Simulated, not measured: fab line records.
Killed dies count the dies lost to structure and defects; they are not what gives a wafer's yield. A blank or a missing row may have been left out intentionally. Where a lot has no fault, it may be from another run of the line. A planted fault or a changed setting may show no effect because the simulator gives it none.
Split-lot experiment + flow berkeley cmos170 + on a route of 331 steps: 5 lots, 23 wafers read

== SPLIT DETAILS ==
At UCB170_PSD_IMPLANT_08, the setting energy kev was moved away from the recipe's 20 on 6 of the 23 wafers read, by -3.2% to +4.9%. For the rest of the wafers, this setting stayed at what the recipe calls for.

The reading is taken at the split's own step.

== THE READING ==
In nm, at UCB170_PSD_IMPLANT_08: implant.drp nm, which is the simulator's own figure and was read by no gauge. There is no usual value for it anywhere in the file.

| wafer  | tool, chamber at the split | energy kev as run | against the recipe | implant.drp nm, nm | against lot-mates on the recipe |
|--------|----------------------------|-------------------|--------------------|--------------------|---------------------------------|
| L074.1 | implanter-04, 0            | 20                | recipe             | 28.34              | -                               |
| L074.2 | implanter-04, 0            | 20                | recipe             | 28.34              | -                               |
| L074.4 | implanter-04, 0            | 20                | recipe             | 28.34              | -                               |
| L074.5 | implanter-04, 0            | 20                | recipe             | 28.34              | -                               |
| L074.6 | implanter-04, 0            | 20                | recipe             | 28.34              | -                               |
| L075.2 | implanter-04, 0            | 19.36             | -3.2%              | 27.7               | -0.64                           |
| L075.3 | implanter-04, 0            | 19.36             | -3.2%              | 27.7               | -0.64                           |
| L075.6 | implanter-04, 0            | 19.36             | -3.2%              | 27.7               | -0.64                           |
| L075.4 | implanter-04, 0            | 20                | recipe             | 28.34              | -                               |
| L075.5 | implanter-04, 0            | 20                | recipe             | 28.34              | -                               |
| L078.1 | implanter-03, 0            | 20                | recipe             | 28.34              | -                               |
| L078.2 | implanter-03, 0            | 20                | recipe             | 28.34              | -                               |
| L078.3 | implanter-03, 0            | 20.99             | +4.9%              | 29.45              | +1.11                           |
| L078.4 | implanter-03, 0            | 20.99             | +4.9%              | 29.45              | +1.11                           |
| L078.6 | implanter-03, 0            | 20.99             | +4.9%              | 29.45              | +1.11                           |
| L077.1 | implanter-04, 0            | 20                | recipe             | 28.34              | -                               |
| L077.2 | implanter-04, 0            | 20                | recipe             | 28.34              | -                               |
| L077.3 | implanter-04, 0            | 20                | recipe             | 28.34              | -                               |
| L077.4 | implanter-04, 0            | 20                | recipe             | 28.34              | -                               |
| L077.6 | implanter-04, 0            | 20                | recipe             | 28.34              | -                               |
| L079.2 | implanter-01, 0            | 20                | recipe             | 28.34              | -                               |
| L079.4 | implanter-01, 0            | 20                | recipe             | 28.34              | -                               |
| L079.5 | implanter-01, 0            | 20                | recipe             | 28.34              | -                               |

THE FIT
A straight line over all 23 wafers: implant.drp nm changes by +0.216 nm for each +1% of energy kev; r = +1.00; the points scatter about the line by 0.021 nm.
The same after taking each lot's own level away (the mean of its wafers on the recipe; 23 wafers): +0.216 nm for each +1%; r = +1.00; scatter 0.021 nm.
That fit puts the effect of the largest move of energy kev on the reading at 1.1 nm.
The lots' own levels span 28.340 to 28.340 nm.
So the lot-to-lot level changes the slope little: the two slopes agree.
Check: for one of the wafers moved furthest among these (+4.9%), held out of the fit, the line's prediction against its lot-mates is +1.07 nm. Against them it came out at +1.11 nm.

== THE WHOLE CHAIN: every reading that the file lists as answering this split, in the file's order ==
| step                  | what it does | reading                                                         | change (the file's fit)               | r (the file's) |
|-----------------------|--------------|-----------------------------------------------------------------|---------------------------------------|----------------|
| UCB170_PSD_IMPLANT_08 |              | implant.rp nm (the simulator's own value, which no gauge read)  | +0.655 nm for each +1% of the setting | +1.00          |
| UCB170_PSD_IMPLANT_08 |              | implant.drp nm (the simulator's own value, which no gauge read) | +0.217 nm for each +1% of the setting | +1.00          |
| UCB170_PSD_STRIP_09   | strips in O2 | strip time to endpoint s                                        | withheld for each +1% of the setting  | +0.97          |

== FILE'S OWN FIT ==
implant.drp nm changes by +0.217 nm for each +1% of energy kev, r = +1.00.
